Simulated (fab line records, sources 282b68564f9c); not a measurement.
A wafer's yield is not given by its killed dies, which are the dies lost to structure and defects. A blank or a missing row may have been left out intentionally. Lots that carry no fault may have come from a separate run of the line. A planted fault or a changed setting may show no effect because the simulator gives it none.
Comparing a struck lot with a sound one | flow rit-cmos | 17 steps out of a route of 202
Sound: wafers L296.3, L296.4, L296.5. Struck: wafers L301.1, L301.5, L301.6. At the end, the cause is stated.
Order at every step that has rows: each side's tool, ch and its chambers, its first start. Under that, the readings that differ: sound wafers | struck wafers | difference of the means | sigmas: that difference in standard deviations of wafers without a fault.
alike: a reading whose means differ by less than 2 such deviations, as well as words and numbers matching on both sides. not compared: withheld readings; readings where some wafer has no value; bounds like >300 that might hide an equal value; numbers whose values overlap and for which the record gives no deviation.
The two part at a step that has a row with sigmas, a row that says differs or no value, or rows on one side only. Numbers that don't overlap but have no deviation are shown without sigmas and don't part them. Lack of a reading on every wafer of one side parts them only where that side has two or more wafers.

RIT_PWELL_TW_MEAS_10:
  sound on film-metro-04, day 4 18:31; struck on film-metro-04, day 5 12:40
  alike: PWELL_TW
then, 1 step without rows for these wafers: RIT_WELLDRIVE_ANNEAL_00 (time 14700 s).
RIT_WELLDRIVE_RS_MEAS_01: measures by four-point-probe.
  sound on film-metro-04, day 5 00:24; struck on film-metro-03, day 5 18:56
  alike: NWELL_RS
RIT_WELLDRIVE_RS_MEAS_02: measures by four-point-probe.
  sound on film-metro-04, day 5 00:31; struck on film-metro-03, day 5 19:04
  alike: PWELL_RS
then, 6 steps without rows for these wafers: RIT_NRETRO_HMDS_00 (prime time 60 s); RIT_NRETRO_COAT_01 (resist thk 1300 nm); RIT_NRETRO_SOFTBAKE_02 (time 60 s); RIT_NRETRO_EXPOSE_03 (exposes mask M4, target cd 43900 nm); RIT_NRETRO_PEB_04; RIT_NRETRO_DEVELOP_05 (develop time 68 s).
RIT_NRETRO_OVL_MEAS_06:
  sound on overlay-02, day 5 01:37; struck on overlay-01, day 5 20:11
  alike: NRETRO_OVL
then, 1 step without rows for these wafers: RIT_NRETRO_HARDBAKE_07 (time 120 s).
RIT_NRETRO_IMPLANT_08:
  sound on implanter-01 ch 0, day 5 01:56; struck on implanter-01 ch 0, day 5 20:31
  reading            | sound                          | struck                        | difference | sigmas
  dose-ions-cm2      | 1.0008e+13 9.999e+12 9.993e+12 | 8.287e+12 8.306e+12 8.316e+12 | -1.697e+12 | -99 or more
  faraday-current-uA | 31.4 31.7 31.5                 | 26.4 26.4 26.8                | -5.0       | -8
RIT_NRETRO_STRIP_09: strips in O2, time 180 s.
  sound on plasma-asher-03 ch 0,1, day 5 02:06; struck on plasma-asher-02 ch 0,1, day 5 20:40
  alike: drypump-motor-current-A
  not compared: rf-hours-counter-h
RIT_NRETRO_TW_MEAS_10:
  sound on film-metro-01, day 5 02:14; struck on film-metro-04, day 5 20:50
  alike: NRETRO_TW
then, 1 step without rows for these wafers: RIT_PRETRO_HMDS_00 (prime time 60 s).
RIT_M1_PROBE_99:
  sound on prober-02, day 6 07:05; struck on prober-01, day 6 23:26
  reading                                 | sound                | struck               | difference | sigmas
  model.etest.pmos-narrow.drive-ua-um     | 105.7 106.7 105.8    | 104.7 102.8 103.6    | -2.4       |
  model.etest.pmos_0p3.drive-ua-um        | 103.6 104.9 103.4    | 103.3 100.5 102.8    | -1.8       |
  model.etest.well-edge-right.line-ohm-um | 182.3 180.3 184.6    | 185.8 185.3 184.7    | +2.9       |
  model.etest.well-edge-left.line-ohm-um  | 182.1 183.8 182.2    | 188.6 184.4 184.7    | +3.2       |
  model.etest.pmos_0p15.off-log10-a-um    | -10.55 -10.46 -10.71 | -10.03 -10.01 -10.41 | +0.42      |
  alike: killed-at-contacts, killed-at-front-end, killed-dies, killed-open, killed-short
  not compared: model.etest.retro-edge-pmos.off-log10-a-um, model.etest.pmos-narrow.off-log10-a-um, model.etest.pmos_0p3.off-log10-a-um

WHERE THEY PART
Only at RIT_NRETRO_IMPLANT_08, within this record. Later steps at which nothing parts them and some readings are alike: RIT_NRETRO_STRIP_09, RIT_NRETRO_TW_MEAS_10, RIT_M1_PROBE_99.

WHY: what the simulator had put in
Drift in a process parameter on implanter-01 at RIT_NRETRO_IMPLANT_08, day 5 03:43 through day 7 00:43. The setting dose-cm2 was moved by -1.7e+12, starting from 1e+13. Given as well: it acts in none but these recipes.
